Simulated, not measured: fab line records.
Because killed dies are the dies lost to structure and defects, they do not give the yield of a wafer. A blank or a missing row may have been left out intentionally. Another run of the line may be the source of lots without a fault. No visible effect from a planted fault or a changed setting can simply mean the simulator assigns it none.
Which of the tools did it? :: flow berkeley_cmos170 :: Sampling: 13 lots, 39 wafers, 6 of 331 route steps

## WHAT THE GAUGES SHOWED, per wafer
UCB170_M2_OVL_MEAS_16.
lot: L280
measured: day 8 06:59
on: overlay-02
M2_OVL (nm): -8 -6 -6

lot: L281
measured: day 8 20:17
on: overlay-01
M2_OVL (nm): -8 -13 -8

lot: L282
measured: day 8 22:35
on: overlay-02
M2_OVL (nm): 3 1 2

lot: L284
measured: day 9 09:53
on: overlay-01
M2_OVL (nm): 1 3 0

lot: L285
measured: day 9 12:26
on: overlay-01
M2_OVL (nm): 1 0 -6

lot: L286
measured: day 10 01:59
on: overlay-02
M2_OVL (nm): -6 -11 -5

lot: L292
measured: day 11 06:32
on: overlay-01
M2_OVL (nm): -2 -2 -2

lot: L296
measured: day 11 23:19
on: overlay-01
M2_OVL (nm): -1 0 -8

lot: L297
measured: day 12 09:52
on: overlay-02
M2_OVL (nm): 6 3 2

lot: L300
measured: day 12 23:16
on: overlay-01
M2_OVL (nm): -2 9 3

lot: L302
measured: day 13 00:05
on: overlay-01
M2_OVL (nm): 3 6 3

lot: L299
measured: day 13 05:08
on: overlay-02
M2_OVL (nm): -4 3 7

lot: L303
measured: day 13 19:49
on: overlay-02
M2_OVL (nm): 5 -4 -7

UCB170_M2_CD_MEAS_90: target cd 700 nm.
lot: L280
measured: day 8 07:21
on: cd_sem-02
cd_nm (nm): 695.9 700.1 697.2

lot: L281
measured: day 8 20:39
on: cd_sem-01
cd_nm (nm): 700.2 701.4 697.2

lot: L282
measured: day 8 22:58
on: cd_sem-01
cd_nm (nm): 697.4 699.6 700.5

lot: L284
measured: day 9 10:16
on: cd_sem-01
cd_nm (nm): 700.2 707.8 705.1

lot: L285
measured: day 9 12:49
on: cd_sem-01
cd_nm (nm): 705.2 700.4 701.7

lot: L286
measured: day 10 02:20
on: cd_sem-01
cd_nm (nm): 719.7 699.2 719.2

lot: L292
measured: day 11 06:55
on: cd_sem-01
cd_nm (nm): 702.3 723.6 723.3

lot: L296
measured: day 11 23:41
on: cd_sem-02
cd_nm (nm): 703.6 702.9 701.5

lot: L297
measured: day 12 10:15
on: cd_sem-02
cd_nm (nm): 696.9 699.4 702.0

lot: L300
measured: day 12 23:39
on: cd_sem-01
cd_nm (nm): 700.3 697.6 695.3

lot: L302
measured: day 13 00:28
on: cd_sem-02
cd_nm (nm): 703.5 703.5 702.7

lot: L299
measured: day 13 05:34
on: cd_sem-01
cd_nm (nm): 698.9 697.5 700.6

lot: L303
measured: day 13 20:13
on: cd_sem-01
cd_nm (nm): 703.5 695.8 701.8

UCB170_V2_CD_MEAS_12: target cd 700 nm.
lot: L280
measured: day 8 09:47
on: cd_sem-01
cd_nm (nm): 698.6 699.9 700.4

lot: L281
measured: day 8 22:46
on: cd_sem-02
cd_nm (nm): 702.0 700.5 699.5

lot: L282
measured: day 9 01:05
on: cd_sem-02
cd_nm (nm): 700.9 701.9 701.7

lot: L284
measured: day 9 12:07
on: cd_sem-02
cd_nm (nm): 697.5 699.2 699.4

lot: L285
measured: day 9 16:07
on: cd_sem-02
cd_nm (nm): 700.4 701.5 700.5

lot: L286
measured: day 10 04:20
on: cd_sem-01
cd_nm (nm): 698.8

lot: L292
measured: day 11 08:52
on: cd_sem-02
cd_nm (nm): 700.0

lot: L296
measured: day 12 01:54
on: cd_sem-01
cd_nm (nm): 698.8 699.0 698.4

lot: L297
measured: day 12 12:20
on: cd_sem-01
cd_nm (nm): 700.0 700.8 699.2

lot: L300
measured: day 13 02:23
on: cd_sem-01
cd_nm (nm): 699.4 700.2 700.3

lot: L302
measured: day 13 02:59
on: cd_sem-02
cd_nm (nm): 699.3 699.2 699.3

lot: L299
measured: day 13 07:35
on: cd_sem-02
cd_nm (nm): 702.2 703.1 701.0

lot: L303
measured: day 13 23:19
on: cd_sem-01
cd_nm (nm): 701.2 701.2 702.3

## WHICH TOOL RAN EACH LOT (tool, then ch and the chambers of the sampled wafers, then the start)
lot: L280
UCB170_M1_ETCH_11: rie_diel-03 ch 0,2,3, day 8 00:11
UCB170_M2_METAL_ETCH_18: rie_metal-02 ch 0,1, day 8 07:04
UCB170_M2_STRIP_19: plasma_asher-02 ch 0,1, day 8 07:15

lot: L281
UCB170_M1_ETCH_11: rie_diel-04 ch 0,1,2, day 8 13:16
UCB170_M2_METAL_ETCH_18: rie_metal-02 ch 0,1, day 8 20:22
UCB170_M2_STRIP_19: plasma_asher-02 ch 0, day 8 20:33

lot: L282
UCB170_M1_ETCH_11: rie_diel-03 ch 0,1,2, day 8 14:17
UCB170_M2_METAL_ETCH_18: rie_metal-03 ch 0,1, day 8 22:39
UCB170_M2_STRIP_19: plasma_asher-03 ch 0,1, day 8 22:50

lot: L284
UCB170_M1_ETCH_11: rie_diel-03 ch 1,2,3, day 9 03:31
UCB170_M2_METAL_ETCH_18: rie_metal-01 ch 0,1, day 9 09:58
UCB170_M2_STRIP_19: plasma_asher-01 ch 0,1, day 9 10:10

lot: L285
UCB170_M1_ETCH_11: rie_diel-04 ch 1,2,3, day 9 06:07
UCB170_M2_METAL_ETCH_18: rie_metal-03 ch 0,1, day 9 12:31
UCB170_M2_STRIP_19: plasma_asher-03 ch 0,1, day 9 12:43

lot: L286
UCB170_M1_ETCH_11: rie_diel-01 ch 1,2,3, day 9 17:34
UCB170_M2_METAL_ETCH_18: rie_metal-03 ch 0,1, day 10 02:04
UCB170_M2_STRIP_19: plasma_asher-02 ch 0,1, day 10 02:14

lot: L292
UCB170_M1_ETCH_11: rie_diel-04 ch 0,2, day 10 22:53
UCB170_M2_METAL_ETCH_18: rie_metal-03 ch 0,1, day 11 06:36
UCB170_M2_STRIP_19: plasma_asher-02 ch 0, day 11 06:47

lot: L296
UCB170_M1_ETCH_11: rie_diel-03 ch 1,3, day 11 13:28
UCB170_M2_METAL_ETCH_18: rie_metal-01 ch 0,1, day 11 23:23
UCB170_M2_STRIP_19: plasma_asher-01 ch 0,1, day 11 23:34

lot: L297
UCB170_M1_ETCH_11: rie_diel-01 ch 1,3, day 12 03:26
UCB170_M2_METAL_ETCH_18: rie_metal-02 ch 0,1, day 12 09:59
UCB170_M2_STRIP_19: plasma_asher-03 ch 0,1, day 12 10:09

lot: L300
UCB170_M1_ETCH_11: rie_diel-03 ch 0,2,3, day 12 16:23
UCB170_M2_METAL_ETCH_18: rie_metal-02 ch 0,1, day 12 23:20
UCB170_M2_STRIP_19: plasma_asher-03 ch 0,1, day 12 23:32

lot: L302
UCB170_M1_ETCH_11: rie_diel-01 ch 0,1,3, day 12 17:38
UCB170_M2_METAL_ETCH_18: rie_metal-01 ch 1, day 13 00:09
UCB170_M2_STRIP_19: plasma_asher-02 ch 0,1, day 13 00:20

lot: L299
UCB170_M1_ETCH_11: rie_diel-04 ch 0,3, day 12 18:02
UCB170_M2_METAL_ETCH_18: rie_metal-02 ch 0,1, day 13 05:16
UCB170_M2_STRIP_19: plasma_asher-03 ch 0,1, day 13 05:25

lot: L303
UCB170_M1_ETCH_11: rie_diel-03 ch 0,1, day 13 11:59
UCB170_M2_METAL_ETCH_18: rie_metal-03 ch 0,1, day 13 19:56
UCB170_M2_STRIP_19: plasma_asher-01 ch 0,1, day 13 20:05
- UCB170_M1_ETCH_11: etches BARC in N2/H2.
- UCB170_M2_METAL_ETCH_18: etches Al in Cl2/BCl3, stops on SiO2, target depth 1170 nm, time 195 s.
- UCB170_M2_STRIP_19: strips in O2.

## AS READ BY THE TOOLS THEMSELVES (means over the sampled wafers that have a number; for cases with no such wafer, the mark the record gives instead)
UCB170_M1_ETCH_11.
lot: L280
tool: rie_diel-03
drypump_motor_current_A (A): 5.3
n2_flow_sccm (sccm): 100.2
oes_product_au (a.u.): 1.026
throttle_valve_pct (%): 13.35

lot: L281
tool: rie_diel-04
drypump_motor_current_A (A): 6.0
n2_flow_sccm (sccm): 99.7
oes_product_au (a.u.): 0.995
throttle_valve_pct (%): 13.36

lot: L282
tool: rie_diel-03
drypump_motor_current_A (A): 5.2
n2_flow_sccm (sccm): 100.3
oes_product_au (a.u.): 1.030
throttle_valve_pct (%): 13.44

lot: L284
tool: rie_diel-03
drypump_motor_current_A (A): 5.6
n2_flow_sccm (sccm): 100.0
oes_product_au (a.u.): 1.022
throttle_valve_pct (%): 13.34

lot: L285
tool: rie_diel-04
drypump_motor_current_A (A): 5.8
n2_flow_sccm (sccm): 100.1
oes_product_au (a.u.): 0.994
throttle_valve_pct (%): 13.42

lot: L286
tool: rie_diel-01
drypump_motor_current_A (A): 6.1
n2_flow_sccm (sccm): 100.2
oes_product_au (a.u.): 1.009
throttle_valve_pct (%): 13.30

lot: L292
tool: rie_diel-04
drypump_motor_current_A (A): 6.1
n2_flow_sccm (sccm): 100.0
oes_product_au (a.u.): 0.987
throttle_valve_pct (%): 13.34

lot: L296
tool: rie_diel-03
drypump_motor_current_A (A): 5.7
n2_flow_sccm (sccm): 100.1
oes_product_au (a.u.): 1.016
throttle_valve_pct (%): 13.22

lot: L297
tool: rie_diel-01
drypump_motor_current_A (A): 6.2
n2_flow_sccm (sccm): 100.4
oes_product_au (a.u.): 1.010
throttle_valve_pct (%): 13.32

lot: L300
tool: rie_diel-03
drypump_motor_current_A (A): 5.3
n2_flow_sccm (sccm): 99.9
oes_product_au (a.u.): 1.020
throttle_valve_pct (%): 13.34

lot: L302
tool: rie_diel-01
drypump_motor_current_A (A): 5.9
n2_flow_sccm (sccm): 99.6
oes_product_au (a.u.): 1.008
throttle_valve_pct (%): 13.46

lot: L299
tool: rie_diel-04
drypump_motor_current_A (A): 5.9
n2_flow_sccm (sccm): 100.0
oes_product_au (a.u.): 0.985
throttle_valve_pct (%): 13.29

lot: L303
tool: rie_diel-03
drypump_motor_current_A (A): 5.0
n2_flow_sccm (sccm): 100.1
oes_product_au (a.u.): 1.018
throttle_valve_pct (%): 13.30

UCB170_M2_METAL_ETCH_18.
lot: L280
tool: rie_metal-02
drypump_motor_current_A (A): 5.93
oes_product_au (a.u.): 0.855
throttle_valve_pct (%): 24.61

lot: L281
tool: rie_metal-02
drypump_motor_current_A (A): 5.94
oes_product_au (a.u.): 0.853
throttle_valve_pct (%): 24.61

lot: L282
tool: rie_metal-03
drypump_motor_current_A (A): 5.71
oes_product_au (a.u.): 0.862
throttle_valve_pct (%): 24.63

lot: L284
tool: rie_metal-01
drypump_motor_current_A (A): 5.73
oes_product_au (a.u.): 0.855
throttle_valve_pct (%): 24.32

lot: L285
tool: rie_metal-03
drypump_motor_current_A (A): 5.72
oes_product_au (a.u.): 0.866
throttle_valve_pct (%): 24.64

lot: L286
tool: rie_metal-03
drypump_motor_current_A (A): 5.71
oes_product_au (a.u.): 0.736
throttle_valve_pct (%): 24.70

lot: L292
tool: rie_metal-03
drypump_motor_current_A (A): 5.73
oes_product_au (a.u.): 0.731
throttle_valve_pct (%): 24.69

lot: L296
tool: rie_metal-01
drypump_motor_current_A (A): 5.54
oes_product_au (a.u.): 0.860
throttle_valve_pct (%): 24.34

lot: L297
tool: rie_metal-02
drypump_motor_current_A (A): 6.04
oes_product_au (a.u.): 0.845
throttle_valve_pct (%): 24.48

lot: L300
tool: rie_metal-02
drypump_motor_current_A (A): 6.05
oes_product_au (a.u.): 0.846
throttle_valve_pct (%): 24.49

lot: L302
tool: rie_metal-01
drypump_motor_current_A (A): 5.33
oes_product_au (a.u.): 0.877
throttle_valve_pct (%): 24.37

lot: L299
tool: rie_metal-02
drypump_motor_current_A (A): 6.05
oes_product_au (a.u.): 0.842
throttle_valve_pct (%): 24.49

lot: L303
tool: rie_metal-03
drypump_motor_current_A (A): 5.69
oes_product_au (a.u.): 0.866
throttle_valve_pct (%): 24.62

UCB170_M2_STRIP_19.
lot: L280
tool: plasma_asher-02
drypump_motor_current_A (A): 5.81
oes_product_au (a.u.): 0.543

lot: L281
tool: plasma_asher-02
drypump_motor_current_A (A): 6.20
oes_product_au (a.u.): 0.545

lot: L282
tool: plasma_asher-03
drypump_motor_current_A (A): 5.81
oes_product_au (a.u.): 0.572

lot: L284
tool: plasma_asher-01
drypump_motor_current_A (A): 5.70
oes_product_au (a.u.): 0.561

lot: L285
tool: plasma_asher-03
drypump_motor_current_A (A): 5.82
oes_product_au (a.u.): 0.573

lot: L286
tool: plasma_asher-02
drypump_motor_current_A (A): 6.02
oes_product_au (a.u.): 0.665

lot: L292
tool: plasma_asher-02
drypump_motor_current_A (A): 6.20
oes_product_au (a.u.): 0.671

lot: L296
tool: plasma_asher-01
drypump_motor_current_A (A): 5.95
oes_product_au (a.u.): 0.554

lot: L297
tool: plasma_asher-03
drypump_motor_current_A (A): 5.87
oes_product_au (a.u.): 0.530

lot: L300
tool: plasma_asher-03
drypump_motor_current_A (A): 5.85
oes_product_au (a.u.): 0.528

lot: L302
tool: plasma_asher-02
drypump_motor_current_A (A): 6.00
oes_product_au (a.u.): 0.530

lot: L299
tool: plasma_asher-03
drypump_motor_current_A (A): 5.85
oes_product_au (a.u.): 0.523

lot: L303
tool: plasma_asher-01
drypump_motor_current_A (A): 5.96
oes_product_au (a.u.): 0.565

## THE ANSWER, worked out from the rows above alone
Rule: what is usual is taken from the lots themselves. Put in order of their means at a reading, lots are off if they are a third of the lots or fewer, leave a main group of 4 or more, and stand apart from it by a gap of 3 or more times the standard deviation of the main group's means; of several such gaps the widest counts. A main group whose means are all the same, to the digits that the tables above print for the reading, isn't used. A lot without any number at a reading at which 4 lots or more have one is off too. All remaining lots with rows at the step are treated as sound. Order of review: gauges by route order, followed by the tools' own readings, for which a lot's mean as printed above is used. The first step at which some lot is off is used, and at that step the reading that is off furthest; a lot without a number counts as furthest.
Off: L286, L292 (UCB170_M2_CD_MEAS_90, cd_nm). For the main group the mean is 700.5 nm and the standard deviation 2.2.
If a tool, at a process step before that reading, ran all the lots that are off and no sound lot after the first of them, it fits. The gauges at UCB170_M2_CD_MEAS_90 aren't tried: what is off there is off at UCB170_M2_METAL_ETCH_18 too, on other tools, and a gauge's error can't cause that. None of those tried fits.

## WHAT THE SIMULATOR PUT IN
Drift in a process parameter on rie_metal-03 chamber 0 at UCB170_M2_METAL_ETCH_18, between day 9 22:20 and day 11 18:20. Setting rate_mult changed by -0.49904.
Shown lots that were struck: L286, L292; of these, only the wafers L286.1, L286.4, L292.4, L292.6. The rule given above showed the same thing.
